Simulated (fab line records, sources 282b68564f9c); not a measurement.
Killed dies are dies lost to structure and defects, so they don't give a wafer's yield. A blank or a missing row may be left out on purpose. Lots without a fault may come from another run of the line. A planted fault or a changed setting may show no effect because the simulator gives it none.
A struck lot beside a sound one | flow rit_cmos | 28 steps out of a route of 202
Sound: wafers L323.1, L323.2, L323.4. Struck: wafers L341.1, L341.2, L341.4. The cause comes at the end.
At each step with rows: each side's tool, then ch and its chambers, then its first start. Under that, the readings that differ: sound wafers | struck wafers | difference of the means | sigmas: that difference in standard deviations of wafers without a fault.
alike: readings whose means differ by less than 2 such deviations, and words and numbers that are the same on both sides. not compared: withheld readings, readings that some wafer has no value for, bounds like >300 that may hide the same value, and numbers for which the record gives no deviation and whose values overlap.
The two part at a step that has a row with sigmas, a row that says differs or no value, or rows on one side only. Numbers that don't overlap but have no deviation are shown without sigmas and don't part them. A reading that every wafer of one side lacks parts them only if that side has two wafers or more.

RIT_ACTIVE_BOW_MEAS_00:
  sound on film_metro-01, day 1 20:00; struck on film_metro-04, day 5 14:00
  alike: INCOMING_BOW
RIT_ACTIVE_OXIDATION_01: target thk 46.8 nm, ox time 3360 s.
  sound on furnace-01 ch 0, day 1 20:07; struck on furnace-02 ch 0, day 5 14:08
  reading                                       | sound                | struck               | difference | sigmas
  spike_tc_centre_C (C)                         | 1002.6 1001.7 1003.2 | 962.0 964.4 961.3    | -39.9      | -36
  spike_tc_load_C (C)                           | 1027.4 1026.0 1029.5 | 984.9 986.4 985.0    | -42.2      | -23
  spike_tc_source_C (C)                         | 1030.8 1029.3 1030.4 | 991.0 989.7 989.5    | -40.1      | -18
  tube_center_temp_C (C)                        | 1000.0 999.84 999.91 | 960.17 960.05 960.03 | -39.83     | -99 or more
  tube_center_temp_C_max                        | 1002.4 1002.0 1002.1 | 962.7 962.1 962.0    | -39.9      | -83
  model.SiO2_of_ACTIVE_OXIDATION_01.thk_nm (nm) | 47.02 47.46 46.5     | 34.48 34.48 34.38    | -12.55     |
RIT_ACTIVE_THK_MEAS_02:
  sound on film_metro-01, day 1 22:03; struck on film_metro-02, day 5 16:04
  reading               | sound          | struck         | difference | sigmas
  ACTIVE_OXIDE_THK (nm) | 47.0 47.5 46.5 | 34.5 34.4 34.4 | -12.6      | -14
then, 1 step without rows for these wafers: RIT_ACTIVE_CVD_03 (deposits Si3N4 from SiH2Cl2/NH3, target thk 150 nm, time 1500 s).
RIT_ACTIVE_THK_MEAS_04:
  sound on film_metro-02, day 2 00:14; struck on film_metro-01, day 5 17:32
  alike: ACTIVE_NITRIDE_THK
then, 6 steps without rows for these wafers: RIT_ACTIVE_HMDS_05 (prime time 60 s); RIT_ACTIVE_COAT_06 (resist thk 1000 nm); RIT_ACTIVE_SOFTBAKE_07 (time 60 s); RIT_ACTIVE_EXPOSE_08 (exposes mask M1, target cd 1400 nm); RIT_ACTIVE_PEB_09; RIT_ACTIVE_DEVELOP_10 (develop time 50 s).
RIT_ACTIVE_CD_MEAS_11: target cd 1400 nm.
  sound on cd_sem-02, day 2 01:09; struck on cd_sem-01, day 5 18:34
  alike: cd_nm
then, 1 step without rows for these wafers: RIT_ACTIVE_HARDBAKE_12 (time 60 s).
RIT_ACTIVE_ETCH_13: etches Si3N4 in SF6, stops on SiO2, time 210 s, target depth 210 nm.
  sound on rie_diel-03 ch 0,2,3, day 2 01:25; struck on rie_diel-04 ch 0,1,2, day 5 18:50
  reading               | sound             | struck            | difference | sigmas
  oes_product_au (a.u.) | 0.803 0.806 0.829 | 0.847 0.830 0.853 | +0.031     | +2
  alike: drypump_motor_current_A, throttle_valve_pct
  not compared: rf_hours_counter_h
RIT_ACTIVE_STRIP_14: strips in O2, time 180 s.
  sound on plasma_asher-02 ch 0,1, day 2 01:33; struck on plasma_asher-04 ch 0,1, day 5 18:59
  alike: drypump_motor_current_A, o2_flow_sccm
  not compared: rf_hours_counter_h
RIT_ACTIVE_CD_MEAS_90: target cd 1400 nm.
  sound on cd_sem-02, day 2 01:44; struck on cd_sem-02, day 5 19:09
  alike: cd_nm
then, 4 steps without rows for these wafers: RIT_ACTIVE_CLEAN_15 (cleans in SC1, time 600 s); RIT_ACTIVE_CLEAN_16 (cleans in dHF, time 30 s); RIT_ACTIVE_CLEAN_17 (cleans in SC2, time 600 s); RIT_FOX1_OXIDATION_00 (target thk 350.7 nm, ox time 1130 s).
RIT_FOX1_THK_MEAS_01:
  sound on film_metro-02, day 2 04:22; struck on film_metro-04, day 5 21:30
  alike: FOX1_OXIDE_THK
then, 2 steps without rows for these wafers: RIT_FOX1_WET_ETCH_02 (etches SiO2 in BOE, target depth 350 nm, time 390 s); RIT_FOX2_OXIDATION_00 (target thk 350.7 nm, ox time 1130 s).
RIT_FOX2_THK_MEAS_01:
  sound on film_metro-01, day 2 05:52; struck on film_metro-03, day 5 23:00
  reading             | sound       | struck      | difference | sigmas
  FOX2_OXIDE_THK (nm) | 347 348 349 | 363 360 360 | +13        | +2
then, 1 step without rows for these wafers: RIT_FOX2_CLEAN_02 (cleans in dHF, time 180 s).
RIT_FOX2_WET_ETCH_03: etches Si3N4 in H3PO4, target depth 195 nm, time 2700 s.
  sound on wet_bench-02 ch 2, day 2 05:59; struck on wet_bench-04 ch 0, day 5 23:07
  reading                                       | sound             | struck            | difference | sigmas
  model.SiO2_of_ACTIVE_OXIDATION_01.thk_nm (nm) | 40.45 40.72 41.29 | 30.64 30.66 30.07 | -10.36     |
  alike: temp_c
RIT_FOX2_THK_MEAS_90:
  sound on film_metro-01, day 2 06:44; struck on film_metro-01, day 5 23:52
  reading                     | sound       | struck      | difference | sigmas
  FIELD_OXIDE_LEFT_1_THK (nm) | 320 321 321 | 336 333 333 | +13        | +2
RIT_M1_PROBE_99:
  sound on prober-01, day 3 19:58; struck on prober-02, day 7 12:50
  reading                             | sound             | struck            | difference | sigmas
  model.etest.pldd.width_nm (nm)      | 3175 3174 3197    | 3287 3292 3290    | +108       |
  model.etest.nldd.width_nm (nm)      | 3184 3162 3188    | 3298 3273 3291    | +109       |
  model.etest.nplus_sal.width_nm (nm) | 3454 3462 3454    | 3520 3551 3529    | +77        |
  model.etest.pplus_sal.width_nm (nm) | 3461 3466 3430    | 3524 3526 3523    | +72        |
  model.etest.nmos_0p3.r_on_ohm_um    | 2138 2163 2101    | 2030 2099 2097    | -59        |
  model.etest.nmos_narrow.drive_ua_um | 222.4 220.6 228.1 | 265.2 260.5 258.5 | +37.7      |
  model.etest.pmos_narrow.drive_ua_um | 101.2 99.99 103.2 | 119.8 115.4 114.5 | +15.1      |
  model.etest.nmos_0p3.drive_ua_um    | 221.3 221.6 224.6 | 243.7 241.7 237.7 | +18.5      |
  alike: killed_at_front_end, killed_dies, killed_open, killed_short

WHERE THEY PART
First at RIT_ACTIVE_OXIDATION_01; last, within this record, at RIT_FOX2_THK_MEAS_90. Later steps at which nothing parts them and some readings are alike: RIT_M1_PROBE_99.

WHY: what the simulator had put in
Process parameter drift: furnace-02, from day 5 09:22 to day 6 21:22, at RIT_ACTIVE_OXIDATION_01. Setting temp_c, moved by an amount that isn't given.
